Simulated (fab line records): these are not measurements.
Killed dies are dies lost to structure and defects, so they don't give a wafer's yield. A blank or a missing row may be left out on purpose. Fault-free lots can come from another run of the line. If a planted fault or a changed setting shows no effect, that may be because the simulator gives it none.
Which of the tools did it? -- flow berkeley-cmos170 -- 21 wafers from 7 lots sampled at 2 of the route's 331 steps

WHAT THE GAUGES SHOWED, per wafer
UCB170_V1_CD_MEAS_90: the cd target is 700 nm.
lot,measured,on,cd-nm (nm)
L942,day 9 01:37,cd-sem-01,699.3 699.2 699.9
L947,day 9 09:46,cd-sem-01,699.4 701.2 701.3
L946,day 9 17:59,cd-sem-01,700.6 698.2 698.8
L949,day 9 19:28,cd-sem-02,698.7 698.1 700.6
L953,day 10 07:42,cd-sem-02,697.1 695.5 696.7
L954,day 10 16:29,cd-sem-01,700.3 699.9 700.6
L955,day 10 22:23,cd-sem-02,701.4 702.6 702.8

WHICH TOOL RAN EACH LOT (tool, then ch and the chambers of the sampled wafers, then the start)
lot,UCB170_M1_ANNEAL_14
L942,"furnace-03 ch 0, day 8 20:36"
L947,"furnace-03 ch 0, day 9 05:53"
L946,"furnace-03 ch 0, day 9 12:53"
L949,"furnace-03 ch 0, day 9 15:34"
L953,"furnace-03 ch 0, day 10 03:53"
L954,"furnace-03 ch 0, day 10 12:07"
L955,"furnace-03 ch 0, day 10 16:41"
- UCB170_M1_ANNEAL_14: time 1200 s.

THE ANSWER, worked out from the rows above alone
Rule: the usual values come from the lots themselves. Put in order of their means at a reading, lots are off if they are a third of the lots or fewer, leave a main group of 4 or more, and stand apart from it by a gap of 3 or more times the standard deviation of the main group's means; of several such gaps the widest counts. A main group whose means are all the same, to the digits that the tables above print for the reading, isn't used. Also off: a lot with no number at a reading for which 4 or more lots have one. Where the step has rows for the other lots, those lots are counted as sound.
No lot is off on any of the readings shown, so nothing can be concluded from this.

WHAT THE SIMULATOR HAD INSERTED
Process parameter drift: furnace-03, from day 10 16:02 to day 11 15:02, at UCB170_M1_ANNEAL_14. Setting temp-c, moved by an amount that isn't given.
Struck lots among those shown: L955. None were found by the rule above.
